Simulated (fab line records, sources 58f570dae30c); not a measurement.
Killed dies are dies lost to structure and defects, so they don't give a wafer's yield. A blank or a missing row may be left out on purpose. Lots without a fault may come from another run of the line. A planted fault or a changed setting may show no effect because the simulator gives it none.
Which tool did it? | flow berkeley_cmos170 | 14 lots, 42 wafers sampled, at 2 steps of a route of 331

WHAT THE GAUGES READ, wafer by wafer
UCB170_CONTACT_THK_MEAS_02. Usual: CONTACT_PSG_THK 696 nm, standard deviation 5.5.
lot  | measured     | on            | CONTACT_PSG_THK (nm) | flag
L292 | day 7 08:52  | film_metro-02 | 693 697 696          |
L296 | day 7 08:52  | film_metro-04 | 695 704 703          |
L294 | day 7 09:59  | film_metro-02 | 697 699 696          |
L295 | day 7 09:59  | film_metro-01 | 690 697 695          |
L297 | day 7 21:36  | film_metro-01 | 692 685 690          |
L298 | day 8 05:21  | film_metro-04 | 606 615 617          | OFF
L301 | day 9 02:01  | film_metro-01 | 617 622 616          | OFF
L299 | day 9 03:21  | film_metro-02 | 704 700 701          |
L303 | day 9 03:22  | film_metro-04 | 693 688 696          |
L309 | day 10 16:56 | film_metro-01 | 701 703 702          |
L310 | day 10 16:57 | film_metro-02 | 689 694 697          |
L312 | day 10 20:31 | film_metro-02 | 695 698 702          |
L314 | day 11 19:34 | film_metro-04 | 688 692 687          |
L315 | day 12 05:49 | film_metro-02 | 699 695 703          |

WHICH TOOL RAN EACH LOT (tool, then ch and the chambers of the sampled wafers, then the start)
lot  | UCB170_CONTACT_CVD_01
L292 | lpcvd-02 ch 0, day 7 06:11
L296 | lpcvd-02 ch 1, day 7 06:11
L294 | lpcvd-01 ch 1, day 7 08:11
L295 | lpcvd-01 ch 1, day 7 08:11
L297 | lpcvd-01 ch 0, day 7 19:49
L298 | lpcvd-01 ch 0, day 8 03:34
L301 | lpcvd-01 ch 0, day 8 23:21
L299 | lpcvd-02 ch 1, day 9 01:34
L303 | lpcvd-02 ch 0, day 9 01:34
L309 | lpcvd-02 ch 1, day 10 15:10
L310 | lpcvd-02 ch 1, day 10 15:10
L312 | lpcvd-02 ch 0, day 10 18:40
L314 | lpcvd-02 ch 0, day 11 17:46
L315 | lpcvd-02 ch 1, day 12 04:01
- UCB170_CONTACT_CVD_01: deposits PSG from SiH4/O2/PH3, target thk 700 nm, time 2820 s.

WHAT THE TOOLS THEMSELVES READ (means of the sampled wafers that have a number; where no wafer has one, the mark that the record gives instead)
UCB170_CONTACT_CVD_01. Usual: sih4_flow_sccm 59.98 sccm, standard deviation 0.17; zone_power_source_pct 6.79 %, standard deviation 0.087.
lot  | tool     | sih4_flow_sccm (sccm) | zone_power_source_pct (%) | flag
L292 | lpcvd-02 | 59.90                 | 6.80                      |
L296 | lpcvd-02 | 59.79                 | 6.84                      |
L294 | lpcvd-01 | 59.96                 | 6.66                      |
L295 | lpcvd-01 | 59.97                 | 6.67                      |
L297 | lpcvd-01 | 59.77                 | 6.88                      |
L298 | lpcvd-01 | 59.91                 | 6.80                      |
L301 | lpcvd-01 | 60.05                 | 6.81                      |
L299 | lpcvd-02 | 60.01                 | 6.85                      |
L303 | lpcvd-02 | 60.02                 | 6.80                      |
L309 | lpcvd-02 | 59.88                 | 6.83                      |
L310 | lpcvd-02 | 59.85                 | 6.80                      |
L312 | lpcvd-02 | 59.86                 | 6.87                      |
L314 | lpcvd-02 | 59.79                 | 6.81                      |
L315 | lpcvd-02 | 60.28                 | 6.74                      |

THE ANSWER, worked out from the rows above alone
Rule: a lot is off if the mean of its wafers that have a number lies more than 3 standard deviations from the usual mean. A lot without any number at a reading at which 4 lots or more have one is off too. The other lots that the step has rows for count as sound. The gauges are gone through in route order, then the tools' own readings, and for those a lot's mean is taken as printed above. The first step at which some lot is off is used, and at that step the reading that is off furthest; a lot without a number counts as furthest.
Off: L298, L301, at UCB170_CONTACT_THK_MEAS_02 (CONTACT_PSG_THK).
A tool fits if, at a process step before that reading, it ran every lot that is off, and no sound lot after the first of them. The gauges at UCB170_CONTACT_THK_MEAS_02 are tried like those tools. One fits: lpcvd-01 at UCB170_CONTACT_CVD_01. Its last sound lot is L297 (day 7 19:49), its first lot that is off L298 (day 8 03:34): a fault that began between those two fits.

WHAT THE SIMULATOR HAD PUT IN
Process parameter drift: lpcvd-01, from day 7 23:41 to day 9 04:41, at UCB170_CONTACT_CVD_01. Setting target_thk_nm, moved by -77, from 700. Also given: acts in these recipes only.
Lots struck among those shown: L298, L301. The rule above found the same.
